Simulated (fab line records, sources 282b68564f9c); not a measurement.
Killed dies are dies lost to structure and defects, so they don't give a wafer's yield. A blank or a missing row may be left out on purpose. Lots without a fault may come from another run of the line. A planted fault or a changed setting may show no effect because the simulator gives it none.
A struck lot beside a sound one | flow rit_cmos | 17 steps out of a route of 202
Sound: wafers L140.1, L140.2, L140.6. Struck: wafers L152.2, L152.4, L152.5. The cause comes at the end.
At each step with rows: each side's tool, then ch and its chambers, then its first start. Under that, the readings that differ: sound wafers | struck wafers | difference of the means | sigmas: that difference in standard deviations of wafers without a fault.
alike: readings whose means differ by less than 2 such deviations, and words and numbers that are the same on both sides. not compared: withheld readings, readings that some wafer has no value for, bounds like >300 that may hide the same value, and numbers for which the record gives no deviation and whose values overlap.
The two part at a step that has a row with sigmas, a row that says differs or no value, or rows on one side only. Numbers that don't overlap but have no deviation are shown without sigmas and don't part them. A reading that every wafer of one side lacks parts them only if that side has two wafers or more.

first, 2 steps without rows for these wafers: RIT_NRETRO_HARDBAKE_07 (time 120 s); RIT_NRETRO_IMPLANT_08.
RIT_NRETRO_STRIP_09: strips in O2, time 180 s.
  sound on plasma_asher-03 ch 0,1, day 2 06:18; struck on plasma_asher-01 ch 0,1, day 4 17:37
  alike: drypump_motor_current_A
  not compared: rf_hours_counter_h
RIT_NRETRO_TW_MEAS_10:
  sound on film_metro-03, day 2 06:29; struck on film_metro-01, day 4 17:49
  reading   | sound          | struck         | difference | sigmas
  NRETRO_TW | 1059 1055 1066 | 1041 1051 1045 | -14        | -2
then, 6 steps without rows for these wafers: RIT_PRETRO_HMDS_00 (prime time 60 s); RIT_PRETRO_COAT_01 (resist thk 1300 nm); RIT_PRETRO_SOFTBAKE_02 (time 60 s); RIT_PRETRO_EXPOSE_03 (exposes mask M5, target cd 43700 nm); RIT_PRETRO_PEB_04; RIT_PRETRO_DEVELOP_05 (develop time 68 s).
RIT_PRETRO_OVL_MEAS_06:
  sound on overlay-02, day 2 07:36; struck on overlay-01, day 4 18:44
  alike: PRETRO_OVL
then, 1 step without rows for these wafers: RIT_PRETRO_HARDBAKE_07 (time 120 s).
RIT_PRETRO_IMPLANT_08:
  sound on implanter-04 ch 0, day 2 07:53; struck on implanter-04 ch 0, day 4 19:03
  reading            | sound                            | struck                           | difference  | sigmas
  dose_ions_cm2      | 1.2004e+13 1.1989e+13 1.2019e+13 | 1.0553e+13 1.0545e+13 1.0571e+13 | -1.4477e+12 | -99 or more
  faraday_current_uA | 38.1 38.8 38.5                   | 33.2 33.6 33.4                   | -5.1        | -7
RIT_PRETRO_STRIP_09: strips in O2, time 180 s.
  sound on plasma_asher-01 ch 0,1, day 2 08:02; struck on plasma_asher-01 ch 0,1, day 4 19:10
  alike: drypump_motor_current_A
  not compared: rf_hours_counter_h
RIT_PRETRO_TW_MEAS_10:
  sound on film_metro-02, day 2 08:13; struck on film_metro-04, day 4 19:22
  reading   | sound             | struck            | difference | sigmas
  PRETRO_TW | 477.4 477.4 475.8 | 459.7 458.7 459.7 | -17.5      | -6
then, 1 step without rows for these wafers: RIT_GATE_WET_ETCH_00 (etches SiO2 in BOE, target depth 56 nm, time 60 s).
RIT_M1_PROBE_99:
  sound on prober-01, day 3 10:37; struck on prober-01, day 5 22:56
  reading                                 | sound                | struck               | difference | sigmas
  model.etest.diode_nplus_pwell.bv_v (V)  | 5.922 5.9 5.909      | 6.003 5.999 5.999    | +0.090     |
  model.etest.cap_n_gate.c_min_ff_um2     | 2.369 2.353 2.369    | 2.33 2.344 2.338     | -0.03      |
  model.etest.diode_nplus_pwell.cj_ff_um2 | 2.075 2.07 2.076     | 2.052 2.052 2.051    | -0.022     |
  model.etest.nmos_0p3.vt_sat_v (V)       | 0.5662 0.5703 0.5612 | 0.5327 0.5226 0.5336 | -0.0363    |
  model.etest.nmos_0p3.vt_v (V)           | 0.5843 0.5862 0.5753 | 0.5512 0.5364 0.5507 | -0.0358    |
  model.etest.nmos_narrow.vt_v (V)        | 0.621 0.6241 0.6149  | 0.5867 0.5731 0.5869 | -0.0378    |
  alike: killed_at_M0_to_M3, killed_at_front_end, killed_dies, killed_open, killed_short
  not compared: model.etest.diode_nplus_comb.cj_ff_um2, model.etest.nmos_0p15.vt_v

WHERE THEY PART
First at RIT_NRETRO_TW_MEAS_10; last, within this record, at RIT_PRETRO_TW_MEAS_10. Later steps at which nothing parts them and some readings are alike: RIT_M1_PROBE_99.

WHY: what the simulator had put in
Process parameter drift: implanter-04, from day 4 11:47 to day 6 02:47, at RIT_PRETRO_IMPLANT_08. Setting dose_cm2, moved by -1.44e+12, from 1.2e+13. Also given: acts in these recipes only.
